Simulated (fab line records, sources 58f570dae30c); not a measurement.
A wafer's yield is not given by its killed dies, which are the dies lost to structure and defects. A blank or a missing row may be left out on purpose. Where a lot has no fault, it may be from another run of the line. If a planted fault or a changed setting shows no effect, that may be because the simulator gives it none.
Split-lot trial || flow berkeley cmos170 || 23 wafers read across 5 lots, on a route 331 steps long

## ON THE SPLIT
At UCB170_PLDD_EXPOSE_03 (exposes mask PSELECT, target cd 1200 nm), the setting dose mj was moved away from the recipe's 30 on 8 of the 23 wafers read, by -4.7% to +7.5%. This setting was run at the recipe's value on the other wafers.

## FROM THE SPLIT TO THE READING: what the file shows between them, 2 steps
- UCB170_PLDD_PEB_04
- UCB170_PLDD_DEVELOP_05: develop time 45 s

## THE READING
cd nm at UCB170_PLDD_CD_MEAS_06, given in nm (cd target 1200 nm). A value of 1199.8 nm with a standard deviation of 1.5 nm is what fault-free wafers of this fab line usually give.

{"wafer": "L074.1", "tool, chamber at the split": "krf scanner-01, 0", "dose mj as run": 31.24, "against the recipe": "+4.1%", "cd nm, nm": 1205.7, "against lot-mates on the recipe": "+5.6"}
{"wafer": "L074.2", "tool, chamber at the split": "krf scanner-01, 0", "dose mj as run": 31.24, "against the recipe": "+4.1%", "cd nm, nm": 1207.6, "against lot-mates on the recipe": "+7.5"}
{"wafer": "L074.4", "tool, chamber at the split": "krf scanner-01, 0", "dose mj as run": 30, "against the recipe": "recipe", "cd nm, nm": 1200.2, "against lot-mates on the recipe": "-"}
{"wafer": "L074.5", "tool, chamber at the split": "krf scanner-01, 0", "dose mj as run": 30, "against the recipe": "recipe", "cd nm, nm": 1200.0, "against lot-mates on the recipe": "-"}
{"wafer": "L074.6", "tool, chamber at the split": "krf scanner-01, 0", "dose mj as run": 30, "against the recipe": "recipe", "cd nm, nm": 1200.2, "against lot-mates on the recipe": "-"}
{"wafer": "L076.1", "tool, chamber at the split": "krf scanner-02, 0", "dose mj as run": 32.24, "against the recipe": "+7.5%", "cd nm, nm": 1212.9, "against lot-mates on the recipe": "+13.2"}
{"wafer": "L076.3", "tool, chamber at the split": "krf scanner-02, 0", "dose mj as run": 30, "against the recipe": "recipe", "cd nm, nm": 1199.8, "against lot-mates on the recipe": "-"}
{"wafer": "L076.4", "tool, chamber at the split": "krf scanner-02, 0", "dose mj as run": 32.24, "against the recipe": "+7.5%", "cd nm, nm": 1212.8, "against lot-mates on the recipe": "+13.0"}
{"wafer": "L076.5", "tool, chamber at the split": "krf scanner-02, 0", "dose mj as run": 32.24, "against the recipe": "+7.5%", "cd nm, nm": 1211.3, "against lot-mates on the recipe": "+11.5"}
{"wafer": "L076.6", "tool, chamber at the split": "krf scanner-02, 0", "dose mj as run": 30, "against the recipe": "recipe", "cd nm, nm": 1199.7, "against lot-mates on the recipe": "-"}
{"wafer": "L082.1", "tool, chamber at the split": "krf scanner-02, 0", "dose mj as run": 30, "against the recipe": "recipe", "cd nm, nm": 1201.2, "against lot-mates on the recipe": "-"}
{"wafer": "L082.2", "tool, chamber at the split": "krf scanner-02, 0", "dose mj as run": 30, "against the recipe": "recipe", "cd nm, nm": 1202.8, "against lot-mates on the recipe": "-"}
{"wafer": "L082.4", "tool, chamber at the split": "krf scanner-02, 0", "dose mj as run": 30, "against the recipe": "recipe", "cd nm, nm": 1202.2, "against lot-mates on the recipe": "-"}
{"wafer": "L082.5", "tool, chamber at the split": "krf scanner-02, 0", "dose mj as run": 30, "against the recipe": "recipe", "cd nm, nm": 1201.7, "against lot-mates on the recipe": "-"}
{"wafer": "L082.6", "tool, chamber at the split": "krf scanner-02, 0", "dose mj as run": 30, "against the recipe": "recipe", "cd nm, nm": 1203.7, "against lot-mates on the recipe": "-"}
{"wafer": "L083.1", "tool, chamber at the split": "krf scanner-02, 0", "dose mj as run": 30, "against the recipe": "recipe", "cd nm, nm": 1198.4, "against lot-mates on the recipe": "-"}
{"wafer": "L083.5", "tool, chamber at the split": "krf scanner-02, 0", "dose mj as run": 30, "against the recipe": "recipe", "cd nm, nm": 1196.3, "against lot-mates on the recipe": "-"}
{"wafer": "L083.6", "tool, chamber at the split": "krf scanner-02, 0", "dose mj as run": 30, "against the recipe": "recipe", "cd nm, nm": 1197.1, "against lot-mates on the recipe": "-"}
{"wafer": "L084.1", "tool, chamber at the split": "krf scanner-02, 0", "dose mj as run": 30, "against the recipe": "recipe", "cd nm, nm": 1200.6, "against lot-mates on the recipe": "-"}
{"wafer": "L084.2", "tool, chamber at the split": "krf scanner-02, 0", "dose mj as run": 30, "against the recipe": "recipe", "cd nm, nm": 1201.3, "against lot-mates on the recipe": "-"}
{"wafer": "L084.3", "tool, chamber at the split": "krf scanner-02, 0", "dose mj as run": 28.58, "against the recipe": "-4.7%", "cd nm, nm": 1191.1, "against lot-mates on the recipe": -9.8}
{"wafer": "L084.4", "tool, chamber at the split": "krf scanner-02, 0", "dose mj as run": 28.58, "against the recipe": "-4.7%", "cd nm, nm": 1193.0, "against lot-mates on the recipe": -7.9}
{"wafer": "L084.6", "tool, chamber at the split": "krf scanner-02, 0", "dose mj as run": 28.58, "against the recipe": "-4.7%", "cd nm, nm": 1193.3, "against lot-mates on the recipe": -7.6}

THE FIT
A straight line over all 23 wafers: cd nm changes by +1.61 nm for each +1% of dose mj; r = +0.96; the points scatter about the line by 1.7 nm.
The same after taking each lot's own level away (the mean of its wafers on the recipe; 23 wafers): +1.71 nm for each +1%; r = +0.99; scatter 0.8 nm.
Per that fit: largest dose mj move, reading shift of 13 nm.
Measured against the standard deviation above, the lots' own levels, which go from 1197.27 to 1202.32 nm, span 3.4 times it.
Hence the lot-to-lot level has little effect on the slope; both slopes agree.
Check: for one of the wafers moved furthest among these (+7.5%), held out of the fit, the line's prediction against its lot-mates is +12.5 nm. It came out at +13.2 nm against them.

## THESE WAFERS: OTHER SPLITS
Other splits were also applied to these wafers ahead of the reading. Each is held against what the fit with the lots' levels taken away leaves over:
{"other split on the same wafers": "UCB170_START_OXIDATION_02 temp c", "wafers away from the commonest value": 10, "r with cd nm (lot level and that fit taken away)": "+0.00"}
{"other split on the same wafers": "UCB170_PWELL_IMPLANT_15 energy kev", "wafers away from the commonest value": 9, "r with cd nm (lot level and that fit taken away)": "+0.21"}
{"other split on the same wafers": "UCB170_WELLDRIVE_OXIDATION_01 ox time s", "wafers away from the commonest value": 18, "r with cd nm (lot level and that fit taken away)": "+0.05"}
{"other split on the same wafers": "UCB170_PFIELD_COAT_01 spin rpm", "wafers away from the commonest value": 11, "r with cd nm (lot level and that fit taken away)": -0.21}
{"other split on the same wafers": "UCB170_PFIELD_IMPLANT_07 dose cm2", "wafers away from the commonest value": 7, "r with cd nm (lot level and that fit taken away)": -0.12}
{"other split on the same wafers": "UCB170_GATE_OXIDATION_01 ox time s", "wafers away from the commonest value": 18, "r with cd nm (lot level and that fit taken away)": -0.07}

## THE FILE'S OWN FIT
cd nm changes by +1.69 nm for each +1% of dose mj, r = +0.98.
